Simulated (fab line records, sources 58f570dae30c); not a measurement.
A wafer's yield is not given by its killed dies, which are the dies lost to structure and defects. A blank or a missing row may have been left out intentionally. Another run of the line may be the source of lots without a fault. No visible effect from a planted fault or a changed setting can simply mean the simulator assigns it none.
One fault seen from 2 desks | flow berkeley cmos170 | only its own numbers are on each desk; what lay behind them is given at the end

AT THE METROLOGY DESK
Means of the sampled wafers that have a number, per lot and without regard to the tool the lot ran on: this is what the gauges read. If a lot's mean is further than 4 standard deviations from the usual mean, the lot is out of limits and carries the mark OUT (the distance appears in the brackets). Shown here are 7 of its 13 readings, the ones lying furthest out on some lot.
Columns: A = cd nm at UCB170_M2_CD_MEAS_90, usual 699 nm; B = V2_OVL at UCB170_V2_OVL_MEAS_13, usual -1 nm; C = M3_AL_RS at UCB170_M3_RS_MEAS_02, usual 0.0320 ohm/sq; D = M3_AL_THK at UCB170_M3_THK_MEAS_03, usual 904 nm; E = cd nm at UCB170_M3_CD_MEAS_15, usual 700.3 nm; F = M3_OVL at UCB170_M3_OVL_MEAS_16, usual -1 nm; G = cd nm at UCB170_M3_CD_MEAS_90, usual 699.3 nm
lot  | first seen here | A   | B   | C      | D   | E     | F  | G
L450 | day 7 20:33     | 698 | -1  | 0.0313 | 926 | 698.5 | -2 | 700.1
L454 | day 8 11:05     | 694 | -11 | 0.0326 | 882 | 699.3 | -1 | 698.1
L456 | day 9 06:56     | 702 | 5   | 0.0317 | 911 | 701.4 | 6  | 697.7
L464 | day 10 22:19    | 697 | 6   | 0.0319 | 906 | 701.7 | -3 | 699.8
L472 | day 12 18:45    | 702 | 1   | 0.0320 | 909 | 700.3 | -8 | 704.0
This desk's finding: nothing out of limits on any of the 5 lots.

AT THE TOOL OWNER'S DESK: litho track-02
The tool's own readings at UCB170_V2_DEVELOP_11 (develop time 45 s): means of the sampled wafers that have a number, for each lot that ran on this tool. If a lot's mean is further than 4 standard deviations from the usual mean, the lot is out of limits and carries the mark OUT (the distance appears in the brackets).
Columns: A = chill plate temp C at UCB170_V2_DEVELOP_11, usual 23.01 C; B = resist line temp C at UCB170_V2_DEVELOP_11, usual 22.98 C
lot  | first seen here | A     | B
L450 | day 7 22:00     | 23.08 | 22.99
L454 | day 8 13:00     | 23.13 | 22.96
This desk's finding: nothing out of limits on any of the 2 lots.

PUT TOGETHER
Nothing out of limits was seen by the metrology desk.
The desk of the tool owner found nothing out of limits.

WHAT WAS PUT IN BY THE SIMULATOR
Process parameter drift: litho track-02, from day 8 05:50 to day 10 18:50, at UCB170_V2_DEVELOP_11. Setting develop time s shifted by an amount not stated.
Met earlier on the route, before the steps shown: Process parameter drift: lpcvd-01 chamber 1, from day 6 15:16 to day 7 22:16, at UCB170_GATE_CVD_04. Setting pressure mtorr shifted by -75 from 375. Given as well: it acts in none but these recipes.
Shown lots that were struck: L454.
